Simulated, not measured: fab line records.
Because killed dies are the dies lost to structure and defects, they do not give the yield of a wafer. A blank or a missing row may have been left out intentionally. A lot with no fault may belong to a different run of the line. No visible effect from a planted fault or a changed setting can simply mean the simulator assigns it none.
The same fault as seen by 2 desks | flow berkeley-cmos170 | every desk sees just its own numbers, and what lay behind them comes last

FROM THE METROLOGY DESK
Means of the sampled wafers that have a number, per lot and without regard to the tool the lot ran on: this is what the gauges read. The brackets show how far a lot's mean lies from the usual mean; more than 4 standard deviations puts the lot out of limits, marked OUT.
Columns: A = NVT_OVL at UCB170_NVT_OVL_MEAS_06, usual 2 nm; B = GATE_POLY_THK at UCB170_GATE_THK_MEAS_05, usual 213.4 nm; C = PLDD_TW at UCB170_PLDD_TW_MEAS_11, usual 1016
lot  | first seen here | A  | B               | C
L936 | day 6 17:10     | 9  | 211.3           | 1030
L937 | day 6 17:53     | 1  | 216.3           | 1012
L940 | day 7 19:55     | -2 | 179.9 (-16) OUT | 1013
L946 | day 8 21:44     | 2  | 217.2           | 1002
L945 | day 8 22:07     | 3  | 212.6           | 1030
L947 | day 9 05:44     | -0 | 213.4           | 1011
L949 | day 9 13:57     | -1 | 215.8           | 1007
L950 | day 10 00:31    | 6  | 211.4           | 1012
L953 | day 10 09:01    | 9  | 211.4           | 1028
L954 | day 11 05:37    | 5  | 214.3           | 1027
L957 | day 11 06:04    | 4  | 215.1           | 1011
L955 | day 11 06:20    | -5 | 212.5           | 1013
L958 | day 12 11:58    | -2 | 208.8           | 1009
This desk's finding: out of limits on L940; first on L940, day 8 12:49 (GATE_POLY_THK at UCB170_GATE_THK_MEAS_05). Within limits: L936, L937, L946, L945, L947, L949, L950, L953, L954, L957, L955, L958.

THE TOOL OWNER'S DESK: lpcvd-01
The tool's own readings at UCB170_GATE_CVD_04 (deposits poly-Si from SiH4, time 1440 s, target thk 214 nm): means of the sampled wafers that have a number, for each lot that ran on this tool. The brackets show how far a lot's mean lies from the usual mean; more than 4 standard deviations puts the lot out of limits, marked OUT.
Columns: A = sih4-flow-sccm at UCB170_GATE_CVD_04, usual 120.0 sccm
lot  | first seen here | A
L940 | day 8 11:25     | 120.6
L949 | day 10 05:38    | 119.7
L950 | day 10 19:10    | 120.0
L953 | day 10 19:10    | 120.1
L954 | day 12 03:47    | 119.9
L955 | day 12 03:47    | 120.2
L957 | day 12 03:47    | 119.9
L958 | day 13 01:30    | 120.2
Finding of this desk: none of the 8 lots has anything out of limits.

BROUGHT TOGETHER
L940 would have let the metrology desk raise an alarm at day 8 12:49.
Nothing out of limits was seen by the tool owner's desk.
Tool owner's desk: L940 on record, inside its limits.
Of the lots named, all ran UCB170_GATE_CVD_04 on lpcvd-01.

WHAT HAD BEEN PUT IN BY THE SIMULATOR
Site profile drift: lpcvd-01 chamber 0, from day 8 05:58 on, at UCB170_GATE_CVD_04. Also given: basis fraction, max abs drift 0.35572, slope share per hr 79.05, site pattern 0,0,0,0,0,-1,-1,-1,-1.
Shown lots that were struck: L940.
Time in hours between the start of the fault and the first out-of-limits reading at each desk: metrology desk, 7.
